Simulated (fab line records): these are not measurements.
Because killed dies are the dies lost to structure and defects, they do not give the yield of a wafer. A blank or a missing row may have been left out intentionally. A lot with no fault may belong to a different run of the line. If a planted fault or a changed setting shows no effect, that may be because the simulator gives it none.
fab line records -- flow rit-cmos
record lots=13, wafers=39, last-day=7
route steps=202 shown CONTACT@168
lots with no fault: from the same line, run without faults
start-h: hours from the record's opening day to when the first of the lot's shown wafers began -- wait-h: hours from the lot's prior step to this one -- " the same as in the row above -- L1.1+2: several wafers, shown together as one row -- - value missing, or start not given -- * or withheld: withheld -- < > ~ a bound
route shown NAME@n: a module of which the file shows steps, and the number in the route of the first -- usual: mean/standard deviation of fault-free wafers -- same: alike in all rows -- chamber/n: place in a boat -- sites: each site's reading -- _std_site: the standard deviation of these -- _edge_site: inner sites' mean taken away from outer sites' mean -- radius-mm: for every site, how far away it sits from the centre of the wafer -- mask NAME#n: copy n -- behind: tool/chamber where the wafer was last shaped -- hold: reason for holding the lot/hours on hold/outcome of the hold -- device: whichever transistor did not switch (one of n, p or np) -- end of line: tests of these same wafers at the route's end -- a step without rows: its recipe alone -- killed: dies that structure and defects cost at the first sort, which is not the same as the wafer's yield -- map: dies across one wafer; x = killed, . = not, _ = none there
set.NAME: the setting as run; set.NAME@STEP: as run at that earlier step -- model.NAME: the simulator's own value behind a step, which no gauge read
a sample of lots followed through the steps of the route, with each step as a table and each wafer as a row
services: the hour from which a tool's chamber was out of use, counted from the record's first day as start-h (under 0 if before that day), plus the number of hours and why
## steps
# step RIT_CONTACT_CVD_00
# recipe material=SiO2, target-thk-nm=400, precursor=TEOS, temp-c=390, time-s=61, rf-w=413.5
# usual heater-power-w=305/57
lot.wafer,tool,chamber,start-h,wait-h,heater-power-w
L710.1,pecvd-02,1,50.07,0.1,336
L710.2,pecvd-02,0,50.07,0.1,252
L710.5,pecvd-02,1,50.07,0.1,356
L711.1,pecvd-04,1,56.19,0.1,242
L711.3,pecvd-04,2,56.19,0.1,324
L711.4,pecvd-04,1,56.19,0.1,260
L714.3,pecvd-04,0,71.49,0.0,329
L714.4,pecvd-04,0,71.49,0.0,336
L714.5,pecvd-04,2,71.49,0.0,329
L715.1,pecvd-03,0,75.58,0.1,439
L715.3,pecvd-03,2,75.58,0.1,244
L715.5,pecvd-03,2,75.58,0.1,253
L717.3,pecvd-04,2,84.54,0.0,353
L717.4,pecvd-04,2,84.54,0.0,351
L717.5,pecvd-04,1,84.54,0.0,270
L718.1,pecvd-03,2,91.54,0.1,237
L718.2,pecvd-03,1,91.54,0.1,244
L718.5,pecvd-03,2,91.54,0.1,256
L719.3,pecvd-02,0,96.77,0.0,233
L719.5,pecvd-02,0,96.77,0.0,253
L719.6,pecvd-02,1,96.77,0.0,278
L720.1,pecvd-04,1,100.69,0.1,291
L720.2,pecvd-04,2,100.69,0.1,300
L720.5,pecvd-04,0,100.69,0.1,257
L723.2,pecvd-04,0,116.72,0.0,346
L723.3,pecvd-04,2,116.72,0.0,345
L723.5,pecvd-04,0,116.72,0.0,358
L728.1,pecvd-02,1,140.50,0.1,358
L728.5,pecvd-02,2,140.50,0.1,258
L728.6,pecvd-02,0,140.50,0.1,251
L730.1,pecvd-03,0,152.19,0.1,361
L730.2,pecvd-03,1,152.19,0.1,274
L730.4,pecvd-03,1,152.19,0.1,278
L731.1,pecvd-02,2,155.52,0.1,266
L731.2,pecvd-02,1,155.52,0.1,352
L731.6,pecvd-02,1,155.52,0.1,354
L733.2,pecvd-03,0,170.01,0.2,469
L733.3,pecvd-03,1,170.01,0.2,259
L733.4,pecvd-03,1,170.01,0.2,263
# step RIT_CONTACT_THK_MEAS_01
# recipe reads=SiO2_of_CONTACT_CVD_00
# usual CONTACT_TEOS_THK=404/4.8
lot.wafer,tool,chamber,start-h,wait-h,CONTACT_TEOS_THK[nm]
L710.1,film-metro-04,-,50.12,0.0,401
L710.2,film-metro-04,-,50.12,0.0,403
L710.5,film-metro-04,-,50.12,0.0,409
L711.1,film-metro-04,-,56.24,0.0,394
L711.3,film-metro-04,-,56.24,0.0,400
L711.4,film-metro-04,-,56.24,0.0,403
L714.3,film-metro-02,-,71.56,0.0,402
L714.4,film-metro-02,-,71.56,0.0,404
L714.5,film-metro-02,-,71.56,0.0,407
L715.1,film-metro-02,-,75.63,0.0,401
L715.3,film-metro-02,-,75.63,0.0,405
L715.5,film-metro-02,-,75.63,0.0,409
L717.3,film-metro-02,-,84.61,0.0,398
L717.4,film-metro-02,-,84.61,0.0,400
L717.5,film-metro-02,-,84.61,0.0,407
L718.1,film-metro-04,-,91.59,0.0,406
L718.2,film-metro-04,-,91.59,0.0,397
L718.5,film-metro-04,-,91.59,0.0,410
L719.3,film-metro-03,-,96.84,0.0,396
L719.5,film-metro-03,-,96.84,0.0,403
L719.6,film-metro-03,-,96.84,0.0,404
L720.1,film-metro-02,-,100.74,0.0,407
L720.2,film-metro-02,-,100.74,0.0,400
L720.5,film-metro-02,-,100.74,0.0,410
L723.2,film-metro-02,-,116.78,0.0,319
L723.3,film-metro-02,-,116.78,0.0,400
L723.5,film-metro-02,-,116.78,0.0,332
L728.1,film-metro-04,-,140.55,0.0,398
L728.5,film-metro-04,-,140.55,0.0,402
L728.6,film-metro-04,-,140.55,0.0,402
L730.1,film-metro-03,-,152.24,0.0,403
L730.2,film-metro-03,-,152.24,0.0,401
L730.4,film-metro-03,-,152.24,0.0,410
L731.1,film-metro-02,-,155.57,0.0,406
L731.2,film-metro-02,-,155.57,0.0,404
L731.6,film-metro-02,-,155.57,0.0,410
L733.2,film-metro-03,-,170.07,0.0,407
L733.3,film-metro-03,-,170.07,0.0,405
L733.4,film-metro-03,-,170.07,0.0,412
## services
tool,chamber,start-h,hours,kind
pecvd-03,-,39.03,5.5,pm
pecvd-03,2,96.48,7.6,repair
pecvd-02,-,117.14,1.2,repair
pecvd-03,-,124.83,1.0,repair
pecvd-04,0,126.18,8.3,repair
## key
first-sign step=RIT_CONTACT_THK_MEAS_01, reading=CONTACT_TEOS_THK, direction=down, sigmas=16, usual=404, struck=326
effect none on later readings
met-at RIT_CONTACT_CVD_00
struck-lots L723
struck-wafers L723.2,L723.5
tester-left-out L723
onset-between 100.69 116.72
fault kind=process-parameter-drift, tool=pecvd-04, chamber=0, onset-h=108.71, steps=RIT_CONTACT_CVD_00, channel=target-thk-nm, offset=-80, shape=step, end-h=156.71, stated=400
# tester-left-out: of these lots the tester's yield and bins aren't shown, on N5 and GAA mostly nor the transistor test; their killed dies are dies lost to structure and defects alone, not to doping, threshold or leakage, so they don't give the yield
